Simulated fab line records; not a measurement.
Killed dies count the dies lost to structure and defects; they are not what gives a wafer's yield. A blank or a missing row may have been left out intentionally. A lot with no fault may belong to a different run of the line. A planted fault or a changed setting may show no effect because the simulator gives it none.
Which tool did it?    flow rit cmos    18 wafers from 6 lots sampled at 3 of the route's 202 steps

## WHAT THE GAUGES READ, wafer by wafer
RIT_SILICIDE_THK_MEAS_03: measures by xrf.
lot   measured     on             SILICIDE_TI_THK (nm)
L335  day 3 10:20  film metro-04  29.3 30.0 30.0
L337  day 3 22:16  film metro-02  29.8 29.8 29.8
L346  day 5 20:13  film metro-03  30.5 30.6 30.2
L348  day 6 06:10  film metro-02  29.8 30.2 29.6
L352  day 6 23:33  film metro-02  29.5 28.7 29.5
L355  day 7 15:00  film metro-03  29.3 29.7 29.4

## WHICH TOOL RAN EACH LOT (tool, then ch and the chambers of the sampled wafers, then the start)
lot   RIT_NSD_STRIP_09                     RIT_PSD_COAT_01
L335  plasma asher-01 ch 0,1, day 3 07:27  litho track-02 ch 0, day 3 07:52
L337  plasma asher-02 ch 0,1, day 3 19:24  litho track-04 ch 0, day 3 19:47
L346  plasma asher-01 ch 0,1, day 5 16:54  litho track-01 ch 0, day 5 17:25
L348  plasma asher-02 ch 0, day 6 03:18    litho track-02 ch 0, day 6 03:41
L352  plasma asher-04 ch 0,1, day 6 20:43  litho track-02 ch 0, day 6 21:06
L355  plasma asher-01 ch 0,1, day 7 12:11  litho track-02 ch 0, day 7 12:34
- RIT_NSD_STRIP_09: strips in O2, time 180 s.
- RIT_PSD_COAT_01: resist thk 1000 nm.

## THE ANSWER, worked out from the rows above alone
Rule: the lots themselves supply what counts as usual. The widest of any qualifying gaps counts: lots, ordered by their means at a reading, are off when they make up no more than a third of the lots, leave a main group of 4 or more, and stand apart from it by 3 or more times the standard deviation of that group's means. A main group whose means are all the same, to the digits that the tables above print for the reading, isn't used. A lot without any number at a reading at which 4 lots or more have one is off too. Where the step has rows for the other lots, those lots are counted as sound.
Nothing can be told from this: no lot is off at any reading shown.

## WHAT HAD BEEN PUT IN BY THE SIMULATOR
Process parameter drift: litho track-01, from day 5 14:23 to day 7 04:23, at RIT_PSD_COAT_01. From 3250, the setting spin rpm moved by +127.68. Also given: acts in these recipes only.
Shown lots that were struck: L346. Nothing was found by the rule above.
